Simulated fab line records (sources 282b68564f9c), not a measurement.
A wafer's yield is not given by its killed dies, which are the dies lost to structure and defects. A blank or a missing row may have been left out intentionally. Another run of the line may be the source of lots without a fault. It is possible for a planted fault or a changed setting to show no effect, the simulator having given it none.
fab line records + flow ritCmos
[record]
- lots = 6
- wafers = 18
- lastDay = 7
route steps=202 shown PRETRO@69 GATE@75 FOX2@80 M1@202
lots with no fault: from the same line, run without faults
startH: the number of hours between the record's first day and the start of the first shown wafer of the lot + waitH: hours from the lot's prior step to this one + " unchanged from the row above + L1.1+2: a row that stands for several wafers + - no value, or no start given + * or withheld: withheld + < > ~ a bound
route shown NAME@n: names a module that has steps shown in the file, with the first one's number in the route + usual: the fault-free wafers' mean and standard deviation + same: alike in all rows + chamber/n: place in a boat + sites: readings site by site + _std_site: the standard deviation of these + _edge_site: inner sites' mean taken away from outer sites' mean + radiusMm: how far each site lies from the wafer's centre + mask NAME#n: copy n + behind: the most recent tool/chamber to have shaped the wafer + hold: why the lot was held/for how many hours/how that ended + device: transistor that didn't switch, given as n, p or np + end of line: the tests these same wafers got at the end of their route + a step without rows: its recipe alone + killed: at the first sort, the dies lost to defects and structure; wafer yield is something else + map: a wafer's dies, marking killed ones x, the rest . and places with no die _
set.NAME: the setting as run; set.NAME@STEP: as run at that earlier step + model.NAME: the simulator's own value behind a step, which no gauge read
certain route steps with their lots: each step a table, each wafer a row
services: a tool's chamber out of use, with start hour (startH, from the record's first day; less than 0 if before it), hours out, and reason
[[steps]]
[step RIT_PRETRO_DEVELOP_05]
[recipe]
- resist = NOVOLAK
- developTimeS = 68
- devTempC = 23
[step RIT_PRETRO_OVL_MEAS_06]
[usual]
- PRETRO_OVL = -0.5/1.5
| lot.wafer | tool       | chamber | startH | waitH | PRETRO_OVL[nm] |
|-----------|------------|---------|--------|-------|----------------|
| L695.2    | overlay-02 | -       | 33.56  | -     | -3.7           |
| L695.3    | "          | -       | "      | "     | -3.0           |
| L695.5    | "          | -       | "      | "     | -4.0           |
| L703.1    | overlay-01 | -       | 72.37  | -     | -2.7           |
| L703.3    | "          | -       | "      | "     | 0.0            |
| L703.5    | "          | -       | "      | "     | -1.8           |
| L709.3    | overlay-01 | -       | 108.24 | -     | -0.6           |
| L709.5    | "          | -       | "      | "     | 0.7            |
| L709.6    | "          | -       | "      | "     | 0.5            |
| L710.3    | overlay-02 | -       | 112.99 | -     | 0.1            |
| L710.4    | "          | -       | "      | "     | 2.4            |
| L710.5    | "          | -       | "      | "     | 2.2            |
| L714.1    | overlay-02 | -       | 129.67 | -     | -0.5           |
| L714.4    | "          | -       | "      | "     | 0.3            |
| L714.5    | "          | -       | "      | "     | 0.1            |
| L716.2    | overlay-01 | -       | 137.78 | -     | 0.6            |
| L716.4    | "          | -       | "      | "     | -0.5           |
| L716.5    | "          | -       | "      | "     | -0.4           |
[step RIT_PRETRO_HARDBAKE_07]
[recipe]
- resist = NOVOLAK
- tempC = 140
- timeS = 120
[step RIT_PRETRO_IMPLANT_08]
[recipe]
- species = B
- energyKev = 45
- doseCm2 = 1.2e+13
- tiltDeg = 7
[step RIT_PRETRO_STRIP_09]
[recipe]
- chemistry = O2
- timeS = 180
- resist = NOVOLAK
- platenTempC = withheld
- powerW = 500
- pressureMtorr = 4000
- o2FlowSccm = 4000
[usual]
- drypumpMotorCurrentA = 5.89/0.29
- o2FlowSccm = 4002/12
| lot.wafer | tool           | chamber | startH | waitH | drypumpMotorCurrentA | o2FlowSccm | rfHoursCounterH |
|-----------|----------------|---------|--------|-------|----------------------|------------|-----------------|
| L695.2    | plasmaAsher-03 | 0       | 33.99  | 0.1   | 6.15                 | 4001       | 36              |
| L695.3    | "              | 1       | "      | "     | 6.07                 | 4012       | -               |
| L695.5    | "              | 1       | "      | "     | 6.07                 | 4002       | -               |
| L703.1    | plasmaAsher-03 | 1       | 72.81  | 0.1   | 6.07                 | 4002       | 40              |
| L703.3    | "              | 0       | "      | "     | 6.15                 | 4034       | -               |
| L703.5    | "              | 0       | "      | "     | 6.15                 | 4024       | -               |
| L709.3    | plasmaAsher-04 | 0       | 108.72 | 0.1   | 6.10                 | 3985       | -               |
| L709.5    | "              | 1       | "      | "     | 5.30                 | 4007       | -               |
| L709.6    | "              | 0       | "      | "     | 6.11                 | 4001       | -               |
| L710.3    | plasmaAsher-03 | 0       | 113.48 | 0.1   | 6.15                 | 4011       | -               |
| L710.4    | "              | 1       | "      | "     | 6.09                 | 4006       | -               |
| L710.5    | "              | 1       | "      | "     | 6.08                 | 3987       | -               |
| L714.1    | plasmaAsher-01 | 1       | 130.10 | 0.1   | 5.76                 | 3987       | 51              |
| L714.4    | "              | 0       | "      | "     | 5.67                 | 3998       | -               |
| L714.5    | "              | 1       | "      | "     | 5.70                 | 3991       | -               |
| L716.2    | plasmaAsher-03 | 1       | 138.21 | 0.1   | 6.09                 | 4028       | 48              |
| L716.4    | "              | 0       | "      | "     | 6.15                 | 4007       | -               |
| L716.5    | "              | 1       | "      | "     | 6.08                 | 4011       | -               |
[step RIT_PRETRO_TW_MEAS_10]
[usual]
- PRETRO_TW = 476/5.3
| lot.wafer | tool         | chamber | startH | waitH | PRETRO_TW |
|-----------|--------------|---------|--------|-------|-----------|
| L695.2    | filmMetro-01 | -       | 34.17  | 0.1   | 487       |
| L695.3    | "            | -       | "      | "     | 486       |
| L695.5    | "            | -       | "      | "     | 486       |
| L703.1    | filmMetro-03 | -       | 72.98  | 0.1   | 477       |
| L703.3    | "            | -       | "      | "     | 474       |
| L703.5    | "            | -       | "      | "     | 476       |
| L709.3    | filmMetro-03 | -       | 108.86 | 0.1   | 478       |
| L709.5    | "            | -       | "      | "     | 474       |
| L709.6    | "            | -       | "      | "     | 475       |
| L710.3    | filmMetro-02 | -       | 113.61 | 0.1   | 472       |
| L710.4    | "            | -       | "      | "     | 472       |
| L710.5    | "            | -       | "      | "     | 471       |
| L714.1    | filmMetro-02 | -       | 130.28 | 0.1   | 472       |
| L714.4    | "            | -       | "      | "     | 469       |
| L714.5    | "            | -       | "      | "     | 470       |
| L716.2    | filmMetro-03 | -       | 138.40 | 0.1   | 476       |
| L716.4    | "            | -       | "      | "     | 478       |
| L716.5    | "            | -       | "      | "     | 479       |
[step RIT_GATE_WET_ETCH_00]
[recipe]
- chemistry = BOE
- target = SiO2
- targetDepthNm = 56
- timeS = 60
- dry = n2Spin
- dilution = 10:1
- tempC = 21.5
[step RIT_GATE_CLEAN_01]
[recipe]
- chemistry = SC1
- mix = 3:3:50
- timeS = 600
- tempC = 75
[step RIT_GATE_CLEAN_02]
[recipe]
- chemistry = dHF
- dilution = 50:1
- timeS = 30
[step RIT_GATE_CLEAN_03]
[recipe]
- chemistry = SC2
- mix = 3:3:50
- timeS = 600
- tempC = 75
- dry = n2Spin
[step RIT_GATE_CLEAN_04]
[recipe]
- chemistry = dHF
- dilution = 50:1
- timeS = 60
- dry = n2Spin
[step RIT_FOX2_THK_MEAS_91]
[recipe]
- reads = SiO2_of_FOX2_OXIDATION_00
[usual]
- FIELD_OXIDE_LEFT_2_THK = 254/7.4
| lot.wafer | tool         | chamber | startH | waitH | FIELD_OXIDE_LEFT_2_THK[nm] |
|-----------|--------------|---------|--------|-------|----------------------------|
| L695.2    | filmMetro-03 | -       | 34.65  | 0.0   | 246                        |
| L695.3    | "            | -       | "      | "     | 248                        |
| L695.5    | "            | -       | "      | "     | 245                        |
| L703.1    | filmMetro-02 | -       | 73.48  | 0.0   | 257                        |
| L703.3    | "            | -       | "      | "     | 257                        |
| L703.5    | "            | -       | "      | "     | 260                        |
| L709.3    | filmMetro-02 | -       | 109.34 | 0.0   | 255                        |
| L709.5    | "            | -       | "      | "     | 255                        |
| L709.6    | "            | -       | "      | "     | 259                        |
| L710.3    | filmMetro-02 | -       | 114.09 | 0.0   | 251                        |
| L710.4    | "            | -       | "      | "     | 253                        |
| L710.5    | "            | -       | "      | "     | 245                        |
| L714.1    | filmMetro-03 | -       | 130.79 | 0.0   | 241                        |
| L714.4    | "            | -       | "      | "     | 242                        |
| L714.5    | "            | -       | "      | "     | 240                        |
| L716.2    | filmMetro-02 | -       | 138.91 | 0.0   | 251                        |
| L716.4    | "            | -       | "      | "     | 251                        |
| L716.5    | "            | -       | "      | "     | 251                        |
[step RIT_GATE_OXIDATION_05]
[recipe]
- tempC = 900
- ambient = O2
- targetThkA = 30
- oxTimeS = 270
[usual]
- spikeTcCentreC = 903.6/1.2
- spikeTcLoadC = 922.6/2.1
- spikeTcSourceC = 922.9/1.2
- tubeCenterTempC = 900.01/0.081
- tube_center_temp_C_max = 902.3/0.39
| lot.wafer | tool       | chamber | startH | waitH | spikeTcCentreC | spikeTcLoadC | spikeTcSourceC | tubeCenterTempC | tube_center_temp_C_max | model.SiO2_of_GATE_OXIDATION_05.thkNm |
|-----------|------------|---------|--------|-------|----------------|--------------|----------------|-----------------|------------------------|---------------------------------------|
| L695.2    | furnace-01 | 0       | 34.70  | 0.0   | 902.5          | 925.1        | 924.7          | 899.86          | 901.9                  | 2.995                                 |
| L695.3    | "          | 0       | "      | "     | 903.2          | 925.0        | 924.5          | 899.87          | 902.2                  | 2.962                                 |
| L695.5    | "          | 0       | "      | "     | 902.7          | 923.9        | 922.9          | 899.99          | 902.0                  | 2.955                                 |
| L703.1    | furnace-03 | 0       | 76.00  | 2.5   | 905.9          | 923.1        | 924.3          | 900.08          | 902.6                  | 3.078                                 |
| L703.3    | "          | 0       | "      | "     | 903.2          | 923.2        | 924.5          | 900.2           | 903.1                  | 3.13                                  |
| L703.5    | "          | 0       | "      | "     | 905.8          | 920.5        | 922.7          | 899.91          | 902.1                  | 3.036                                 |
| L709.3    | furnace-03 | 0       | 110.31 | 1.0   | 924.5          | 942.7        | 941.9          | 920.2           | 922.3                  | 3.761                                 |
| L709.5    | "          | 0       | "      | "     | 926.1          | 942.7        | 943.2          | 919.99          | 922.0                  | 3.756                                 |
| L709.6    | "          | 0       | "      | "     | 922.1          | 942.3        | 945.0          | 920.12          | 922.1                  | 3.837                                 |
| L710.3    | furnace-03 | 0       | 115.25 | 1.2   | 923.0          | 943.8        | 944.1          | 920.05          | 922.8                  | 3.719                                 |
| L710.4    | "          | 0       | "      | "     | 923.6          | 944.3        | 943.3          | 919.94          | 922.1                  | 3.743                                 |
| L710.5    | "          | 0       | "      | "     | 922.8          | 944.7        | 943.9          | 920.01          | 922.4                  | 3.783                                 |
| L714.1    | furnace-04 | 0       | 131.88 | 1.1   | 903.9          | 920.1        | 920.2          | 900.11          | 901.7                  | 2.939                                 |
| L714.4    | "          | 0       | "      | "     | 904.3          | 919.8        | 923.6          | 900             | 902.9                  | 2.968                                 |
| L714.5    | "          | 0       | "      | "     | 903.7          | 919.7        | 922.0          | 899.98          | 902.5                  | 2.986                                 |
| L716.2    | furnace-04 | 0       | 139.60 | 0.7   | 901.4          | 919.7        | 923.2          | 899.97          | 901.6                  | 2.922                                 |
| L716.4    | "          | 0       | "      | "     | 903.5          | 920.1        | 922.6          | 900.01          | 902.1                  | 2.952                                 |
| L716.5    | "          | 0       | "      | "     | 902.4          | 921.2        | 921.9          | 899.93          | 903.0                  | 2.939                                 |
[step RIT_GATE_ANNEAL_06]
[recipe]
- tempC = 900
- timeS = 600
- ambient = N2O
[step RIT_GATE_THK_MEAS_07]
[recipe]
- reads = SiO2_of_GATE_OXIDATION_05
[usual]
- GATE_OXIDE_THK = 2.99/0.064
| lot.wafer | tool         | chamber | startH | waitH | GATE_OXIDE_THK[nm] |
|-----------|--------------|---------|--------|-------|--------------------|
| L695.2    | filmMetro-03 | -       | 36.03  | 0.0   | 2.97               |
| L695.3    | "            | -       | "      | "     | 2.93               |
| L695.5    | "            | -       | "      | "     | 2.96               |
| L703.1    | filmMetro-02 | -       | 81.19  | 0.0   | 3.12               |
| L703.3    | "            | -       | "      | "     | 3.16               |
| L703.5    | "            | -       | "      | "     | 3.09               |
| L709.3    | filmMetro-03 | -       | 114.61 | 0.0   | 3.77               |
| L709.5    | "            | -       | "      | "     | 3.80               |
| L709.6    | "            | -       | "      | "     | 3.81               |
| L710.3    | filmMetro-02 | -       | 119.35 | 0.0   | 3.69               |
| L710.4    | "            | -       | "      | "     | 3.77               |
| L710.5    | "            | -       | "      | "     | 3.75               |
| L714.1    | filmMetro-04 | -       | 134.52 | 0.0   | 2.98               |
| L714.4    | "            | -       | "      | "     | 2.94               |
| L714.5    | "            | -       | "      | "     | 2.98               |
| L716.2    | filmMetro-04 | -       | 140.94 | 0.0   | 2.91               |
| L716.4    | "            | -       | "      | "     | 2.90               |
| L716.5    | "            | -       | "      | "     | 2.95               |
[step RIT_GATE_CVD_08]
[recipe]
- material = poly-Si
- targetThkNm = 250
- tempC = 610
- precursor = SiH4
- timeS = 2220
- pressureMtorr = 300
- sih4FlowSccm = 100
[step RIT_M1_PROBE_99]
[usual]
- killedAtContacts = 0.0/0.18
- killedAtFrontEnd = 7/3.4
- killedDies = 7/3.4
- killedOpen = 3.7/2.2
- killedShort = 3.6/2.2
[same]
- grossDies = 264
- killed_at_M0_to_M3 = 0
- killed_at_M4_up = 0
- killedAtBackSide = 0
- killedAtOther = 0
| lot.wafer | tool      | chamber | startH | waitH | killedAtContacts | killedAtFrontEnd | killedDies | killedOpen | killedShort | model.etest.pmos_0p3.rOnOhmUm | model.etest.pmosTurned.rOnOhmUm | model.etest.pmos_0p15.rOnOhmUm | model.etest.nmos_0p3.rOnOhmUm | model.etest.nmos_0p15.rOnOhmUm | model.etest.nmos_0p15.driveUaUm | model.etest.nmos_0p3.driveUaUm | model.etest.nmosNarrow.driveUaUm |
|-----------|-----------|---------|--------|-------|------------------|------------------|------------|------------|-------------|-------------------------------|---------------------------------|--------------------------------|-------------------------------|--------------------------------|---------------------------------|--------------------------------|----------------------------------|
| L695.2    | prober-02 | -       | 59.22  | 0.1   | 0                | 7                | 7          | 5          | 2           | 6404                          | 3553                            | 2827                           | 2225                          | 1140                           | 454.3                           | 214.1                          | 211.9                            |
| L695.3    | prober-02 | -       | 59.27  | 0.2   | 0                | 9                | 9          | 5          | 4           | 6302                          | 3529                            | 2825                           | 2192                          | 1162                           | 462.3                           | 221.8                          | 216.8                            |
| L695.5    | prober-02 | -       | 59.37  | 0.2   | 0                | 14               | 14         | 5          | 9           | 6327                          | 3582                            | 2822                           | 2203                          | 1158                           | 463                             | 222.1                          | 219                              |
| L703.1    | prober-02 | -       | 105.11 | 0.1   | 0                | 7                | 7          | 2          | 3           | 6589                          | 3627                            | 2854                           | 2236                          | 1155                           | 461.8                           | 216.5                          | 211.4                            |
| L703.3    | prober-02 | -       | 105.21 | 0.2   | 0                | 3                | 3          | 2          | 1           | 6707                          | 3870                            | 3011                           | 2310                          | 1240                           | 441                             | 211.1                          | 205.2                            |
| L703.5    | prober-02 | -       | 105.31 | 0.2   | 0                | 1                | 1          | 1          | 0           | 6546                          | 3702                            | 2873                           | 2197                          | 1160                           | 459.6                           | 220.1                          | 214                              |
| L709.3    | prober-02 | -       | 139.45 | 0.2   | 0                | 8                | 8          | 6          | 2           | 7570                          | 3946                            | 3258                           | 2593                          | 1274                           | 362                             | 160.4                          | 152                              |
| L709.5    | prober-02 | -       | 139.55 | 0.2   | 1                | 9                | 10         | 6          | 4           | 7574                          | 3913                            | 3163                           | 2565                          | 1245                           | 368.3                           | 160.8                          | 154.4                            |
| L709.6    | prober-02 | -       | 139.60 | 0.2   | 0                | 9                | 9          | 5          | 4           | 7686                          | 3922                            | 3184                           | 2601                          | 1272                           | 364.1                           | 158.9                          | 149                              |
| L710.3    | prober-01 | -       | 144.51 | 0.2   | 0                | 9                | 9          | 5          | 4           | 7615                          | 3933                            | 3188                           | 2529                          | 1259                           | 382.8                           | 168.3                          | 161.4                            |
| L710.4    | prober-01 | -       | 144.56 | 0.2   | 0                | 4                | 4          | 3          | 1           | 7624                          | 3931                            | 3160                           | 2541                          | 1260                           | 377.6                           | 165.2                          | 155.8                            |
| L710.5    | prober-01 | -       | 144.61 | 0.2   | 0                | 15               | 15         | 5          | 10          | 7711                          | 4008                            | 3185                           | 2564                          | 1252                           | 377.5                           | 162.7                          | 159.8                            |
| L714.1    | prober-01 | -       | 158.13 | 0.1   | 0                | 6                | 6          | 3          | 3           | 6191                          | 3445                            | 2750                           | 2160                          | 1127                           | 470                             | 226.8                          | 228.3                            |
| L714.4    | prober-01 | -       | 158.28 | 0.2   | 0                | 5                | 5          | 3          | 2           | 6169                          | 3344                            | 2659                           | 2103                          | 1076                           | 478.4                           | 224.4                          | 228.3                            |
| L714.5    | prober-01 | -       | 158.33 | 0.2   | 0                | 9                | 9          | 4          | 5           | 6171                          | 3388                            | 2728                           | 2135                          | 1107                           | 467.6                           | 222.4                          | 224.9                            |
| L716.2    | prober-01 | -       | 164.11 | 0.1   | 0                | 9                | 9          | 5          | 4           | 6053                          | 3165                            | 2552                           | 2105                          | 1074                           | 498                             | 232.1                          | 227.6                            |
| L716.4    | prober-01 | -       | 164.21 | 0.2   | 1                | 13               | 14         | 6          | 8           | 6064                          | 3083                            | 2484                           | 2107                          | 1050                           | 504.5                           | 233.1                          | 227.3                            |
| L716.5    | prober-01 | -       | 164.26 | 0.2   | 0                | 6                | 6          | 2          | 4           | 6064                          | 3137                            | 2551                           | 2096                          | 1070                           | 495                             | 233.8                          | 227.5                            |
// killed by level:class
L695.2 FOX1:geometricParticle:open=3 FOX2:geometricParticle:short=1 GATE:geometricParticle:open=1 SPACER:geometricParticle:open=1 SILICIDE:geometricParticle:short=1
L695.3 FOX1:geometricParticle:open=2 GATE:geometricParticle:open=2 GATE:geometricParticle:short=2 FOX1:geometricParticle:short=1 FOX2:geometricParticle:open=1 SPACER:geometricParticle:short=1
L695.5 GATE:geometricParticle:short=3 SPACER:geometricParticle:short=3 FOX1:geometricParticle:short=2 REOX:geometricParticle:open=2 FOX1:geometricParticle:open=1 GATE:geometricParticle:open=1 REOX:geometricParticle:short=1 SPACER:geometricParticle:open=1
L703.1 NSD:coatMicrobubblePrinted=2 FOX1:geometricParticle:short=1 FOX2:geometricParticle:short=1 GATE:geometricParticle:short=1 SPACER:geometricParticle:open=1 SILICIDE:geometricParticle:open=1
L703.3 GATE:geometricParticle:open=1 REOX:geometricParticle:short=1 SPACER:geometricParticle:open=1
L703.5 REOX:geometricParticle:open=1
L709.3 GATE:geometricParticle:open=5 GATE:geometricParticle:short=2 SILICIDE:geometricParticle:open=1
L709.5 GATE:geometricParticle:open=3 GATE:geometricParticle:short=2 REOX:geometricParticle:open=2 REOX:geometricParticle:short=1 SPACER:geometricParticle:short=1 CONTACT:geometricParticle:open=1
L709.6 GATE:geometricParticle:short=3 GATE:geometricParticle:open=3 FOX1:geometricParticle:short=1 FOX1:geometricParticle:open=1 FOX2:geometricParticle:open=1
L710.3 FOX2:geometricParticle:open=3 GATE:geometricParticle:short=2 SILICIDE:geometricParticle:open=2 REOX:geometricParticle:short=1 SILICIDE:geometricParticle:short=1
L710.4 FOX2:geometricParticle:open=1 GATE:geometricParticle:open=1 GATE:geometricParticle:short=1 REOX:geometricParticle:open=1
L710.5 GATE:geometricParticle:short=5 SILICIDE:geometricParticle:short=4 GATE:geometricParticle:open=2 REOX:geometricParticle:open=2 REOX:geometricParticle:short=1 SILICIDE:geometricParticle:open=1
L714.1 SPACER:geometricParticle:short=2 FOX1:geometricParticle:short=1 FOX1:geometricParticle:open=1 GATE:geometricParticle:open=1 SPACER:geometricParticle:open=1
L714.4 FOX2:geometricParticle:open=2 GATE:geometricParticle:short=1 SILICIDE:geometricParticle:open=1 SILICIDE:geometricParticle:short=1
L714.5 SILICIDE:geometricParticle:open=3 SPACER:geometricParticle:short=2 FOX1:geometricParticle:short=1 GATE:geometricParticle:short=1 SPACER:geometricParticle:open=1 SILICIDE:geometricParticle:short=1
L716.2 GATE:geometricParticle:open=3 GATE:geometricParticle:short=2 FOX1:geometricParticle:short=1 FOX2:geometricParticle:open=1 SPACER:geometricParticle:open=1 SPACER:geometricParticle:short=1
L716.4 SPACER:geometricParticle:short=4 FOX2:geometricParticle:short=2 SPACER:geometricParticle:open=2 SILICIDE:geometricParticle:open=2 GATE:geometricParticle:short=1 GATE:geometricParticle:open=1 SILICIDE:geometricParticle:short=1 CONTACT:geometricParticle:open=1
L716.5 FOX1:geometricParticle:open=1 FOX2:geometricParticle:short=1 GATE:geometricParticle:short=1 GATE:geometricParticle:open=1 SPACER:geometricParticle:short=1 SILICIDE:geometricParticle:short=1
[[services]]
| tool           | chamber | startH | hours | kind      |
|----------------|---------|--------|-------|-----------|
| plasmaAsher-03 | -       | 23.76  | 2.9   | repair    |
| furnace-03     | -       | 37.05  | 2.5   | pm        |
| furnace-04     | -       | 71.96  | 19.4  | pm        |
| plasmaAsher-04 | -       | 108.84 | 9.0   | pm        |
| plasmaAsher-04 | 0       | 108.84 | 9.0   | ventCycle |
| plasmaAsher-04 | 1       | 108.84 | 9.0   | ventCycle |
| plasmaAsher-04 | 0       | 117.84 | -     | clean     |
| plasmaAsher-04 | 1       | 117.84 | -     | clean     |
[[key]]
[firstSign]
- step = RIT_GATE_OXIDATION_05
- reading = tubeCenterTempC
- direction = up
- sigmas = 99+
- usual = *
- struck = *
[effect]
- step = RIT_GATE_OXIDATION_05
- reading = tube_center_temp_C_max
- direction = up
- sigmas = 51
- usual = *
- struck = *
[effect]
- step = RIT_GATE_THK_MEAS_07
- reading = GATE_OXIDE_THK
- direction = up
- sigmas = 12
- usual = 2.99
- struck = 3.76
[modelEffect]
- step = RIT_GATE_OXIDATION_05
- value = SiO2_of_GATE_OXIDATION_05.thkNm
- without = 2.966
- struck = 3.766
[modelEffect]
- step = RIT_M1_PROBE_99
- value = etest.pmos_0p3.rOnOhmUm
- without = 6191
- struck = 7630
metAt RIT_GATE_OXIDATION_05
struckWafers L709.3,L709.5,L709.6,L710.3,L710.4,L710.5
testerLeftOut L709,L710
onsetBetween 76.00 110.31
[fault]
- kind = processParameterDrift
- tool = furnace-03
- chamber = -
- onsetH = 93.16
- steps = RIT_GATE_OXIDATION_05
- channel = tempC
- offset = *
- shape = step
- endH = 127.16
- actsIn = *
- stated = *
// testerLeftOut: of these lots the tester's yield and bins aren't shown, on N5 and GAA mostly nor the transistor test; their killed dies are dies lost to structure and defects alone, not to doping, threshold or leakage, so they don't give the yield
